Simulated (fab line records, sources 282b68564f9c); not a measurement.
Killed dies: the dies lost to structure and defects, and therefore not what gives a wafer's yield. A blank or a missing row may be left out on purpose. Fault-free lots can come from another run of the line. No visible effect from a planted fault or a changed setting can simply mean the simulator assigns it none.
One fault through the eyes of 2 desks | flow rit-cmos | numbers are kept per desk, each desk with only its own; the story behind them comes last

## FOR THE TOOL OWNER'S DESK: pvd-sputter-04
The tool's own readings at RIT_M1_SPUTTER_00 (material Al, target thk 400 nm, time 500 s): means of the sampled wafers that have a number, for each lot that ran on this tool. Any lot whose mean is over 4 standard deviations away from the usual mean is out of limits and marked OUT; that distance is given in the brackets.
Columns: A = throttle-valve-pct at RIT_M1_SPUTTER_00, usual 29.8 %
lot  | first seen here | A
L637 | day 3 08:13     | 30.5
L641 | day 4 02:44     | 30.5
L643 | day 4 19:10     | 30.6
L647 | day 5 08:45     | 31.3
L650 | day 6 00:58     | 31.2
Finding of this desk: none of the 5 lots has anything out of limits.

## THE METROLOGY DESK
What the gauges read, lot by lot, whatever tool the lot ran on: means of the sampled wafers that have a number. Any lot whose mean is over 4 standard deviations away from the usual mean is out of limits and marked OUT; that distance is given in the brackets.
Columns: A = M1_AL_RS at RIT_M1_RS_MEAS_01, usual 0.0733 ohm/sq; B = M1_AL_THK at RIT_M1_THK_MEAS_02, usual 405 nm
lot  | first seen here | A                 | B
L637 | day 3 08:31     | 0.0740            | 401
L638 | day 3 16:26     | 0.0749            | 397
L639 | day 4 01:46     | 0.0731            | 401
L641 | day 4 03:05     | 0.0733            | 405
L643 | day 4 19:30     | 0.0730            | 401
L644 | day 4 23:13     | 0.0740            | 401
L647 | day 5 09:05     | 0.0702 (-4.2) OUT | 424 (+4.3) OUT
L650 | day 6 01:17     | 0.0702 (-4.2) OUT | 424 (+4.2) OUT
L651 | day 6 03:47     | 0.0718            | 414
L653 | day 6 13:19     | 0.0728            | 408
L654 | day 6 21:14     | 0.0742            | 399
L658 | day 7 15:08     | 0.0735            | 405
L659 | day 7 20:35     | 0.0739            | 402
L660 | day 8 00:17     | 0.0729            | 406
This desk reports L647, L650 out of limits; the earliest was L647 at day 5 09:05 (M1_AL_RS at RIT_M1_RS_MEAS_01). L637, L638, L639, L641, L643, L644, L651, L653, L654, L658, L659, L660: within limits.

## BROUGHT TOGETHER
On L647, L650, the metrology desk was in a position to raise an alarm at day 5 09:05.
The desk of the tool owner found nothing out of limits.
Tool owner's desk: L647, L650 on record, inside its limits.
The lots listed all ran RIT_M1_SPUTTER_00 on pvd-sputter-04.

## WHAT THE SIMULATOR HAD PUT IN
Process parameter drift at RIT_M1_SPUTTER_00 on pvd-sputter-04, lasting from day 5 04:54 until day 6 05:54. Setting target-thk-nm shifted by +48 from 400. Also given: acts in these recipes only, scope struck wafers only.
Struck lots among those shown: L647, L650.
Per desk, hours elapsed from the start of the fault to the first reading out of limits: for the metrology desk, 4.
